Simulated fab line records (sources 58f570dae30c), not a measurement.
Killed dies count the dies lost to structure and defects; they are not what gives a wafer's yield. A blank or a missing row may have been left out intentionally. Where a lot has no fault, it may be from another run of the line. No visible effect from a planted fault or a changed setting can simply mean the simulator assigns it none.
What tool caused it? ; flow berkeley cmos170 ; 42 wafers from 14 lots sampled at 3 of the route's 331 steps

== WHAT THE GAUGES READ, wafer by wafer ==
UCB170_NVT_OVL_MEAS_06. Usual: NVT_OVL typically reads -9 nm, with standard deviation 5.2.
lot;measured;on;NVT_OVL (nm);flag
L972;day 5 10:38;overlay-01;-12 -6 -9;
L973;day 5 20:43;overlay-02;-17 -16 -19;
L982;day 7 17:44;overlay-02;-5 -1 -3;
L980;day 7 17:38;overlay-01;-8 -9 -13;
L983;day 8 05:23;overlay-01;-8 -22 -5;
L984;day 8 05:14;overlay-02;-1 -12 -6;
L985;day 8 13:14;overlay-01;-11 -14 -9;
L986;day 8 12:58;overlay-02;-11 -9 -6;
L987;day 8 12:58;overlay-01;-6 -18 -10;
L988;day 8 22:52;overlay-02;-13 -7 -8;
L989;day 8 22:46;overlay-01;-17 -8 -7;
L991;day 9 19:07;overlay-02;-13 -13 -10;
L993;day 10 07:20;overlay-02;-9 -8 -8;
L994;day 10 07:03;overlay-01;-9 -12 -15;

UCB170_NVT_TW_MEAS_09. Usual: NVT_TW typically reads 521, with standard deviation 3.5.
lot;measured;on;NVT_TW;flag
L972;day 5 10:56;film metro-02;521 523 522;
L973;day 5 21:01;film metro-03;524 521 523;
L982;day 7 18:02;film metro-03;516 516 515;
L980;day 7 17:55;film metro-02;522 525 520;
L983;day 8 05:40;film metro-02;523 524 524;
L984;day 8 05:31;film metro-03;515 514 513;
L985;day 8 13:32;film metro-03;518 514 514;
L986;day 8 13:16;film metro-02;525 522 522;
L987;day 8 13:15;film metro-03;515 516 516;
L988;day 8 23:09;film metro-03;519 517 512;
L989;day 8 23:03;film metro-01;521 518 521;
L991;day 9 19:25;film metro-01;526 523 523;
L993;day 10 07:37;film metro-01;523 521 520;
L994;day 10 07:20;film metro-01;521 524 523;

== TOOL THAT RAN EACH LOT (tool first, then ch and the chambers of the sampled wafers, then the start) ==
lot;UCB170_ACTIVE_STRIP_16
L972;plasma asher-03 ch 0,1, day 4 08:46
L973;plasma asher-01 ch 0,1, day 4 13:49
L982;plasma asher-03 ch 0,1, day 6 13:38
L980;plasma asher-03 ch 0,1, day 6 13:50
L983;plasma asher-03 ch 0,1, day 6 23:04
L984;plasma asher-03 ch 0,1, day 6 23:18
L985;plasma asher-03 ch 0,1, day 7 07:29
L986;plasma asher-01 ch 0,1, day 7 07:50
L987;plasma asher-03 ch 0,1, day 7 08:04
L988;plasma asher-01 ch 0,1, day 7 17:37
L989;plasma asher-03 ch 0,1, day 7 17:43
L991;plasma asher-03 ch 0,1, day 8 07:25
L993;plasma asher-01 ch 1, day 8 20:37
L994;plasma asher-03 ch 1, day 8 20:43
- UCB170_ACTIVE_STRIP_16: strips in O2.

== WHAT THE TOOLS THEMSELVES READ (means of the sampled wafers that have a number; where no wafer has one, the mark that the record gives instead) ==
UCB170_ACTIVE_STRIP_16. Usual: drypump motor current A 5.46 A, standard deviation 0.26; oes product au 0.721 a.u., standard deviation 0.0047; strip time to endpoint s 18.09 s, standard deviation 0.1.
lot;tool;drypump motor current A (A);oes product au (a.u.);strip time to endpoint s (s);flag
L972;plasma asher-03;5.30;0.724;18.14;
L973;plasma asher-01;5.40;0.721;18.19;
L982;plasma asher-03;5.29;0.726;17.97;
L980;plasma asher-03;5.29;0.720;18.10;
L983;plasma asher-03;5.28;0.722;18.06;
L984;plasma asher-03;5.40;0.726;17.94;
L985;plasma asher-03;5.29;0.719;18.20;
L986;plasma asher-01;5.58;0.721;18.08;
L987;plasma asher-03;5.40;0.722;18.12;
L988;plasma asher-01;5.54;0.722;17.98;
L989;plasma asher-03;5.42;0.719;18.04;
L991;plasma asher-03;5.40;0.721;18.01;
L993;plasma asher-01;5.24;0.725;18.24;
L994;plasma asher-03;5.50;0.721;18.01;

== THE ANSWER, worked out from the rows above alone ==
Rule: lot off if the mean of its wafers having a number is beyond 3 standard deviations from the usual mean. Also off: a lot with no number at a reading for which 4 or more lots have one. Where the step has rows for the other lots, those lots are counted as sound. First the gauges in route order, then the tools' own readings, where a lot's mean is used as printed above. At the first step where some lot is off, the reading lying furthest off is the one used; lots without a number count as furthest.
None of the lots is off at any reading shown; this tells nothing.

== WHAT WAS PUT IN BY THE SIMULATOR ==
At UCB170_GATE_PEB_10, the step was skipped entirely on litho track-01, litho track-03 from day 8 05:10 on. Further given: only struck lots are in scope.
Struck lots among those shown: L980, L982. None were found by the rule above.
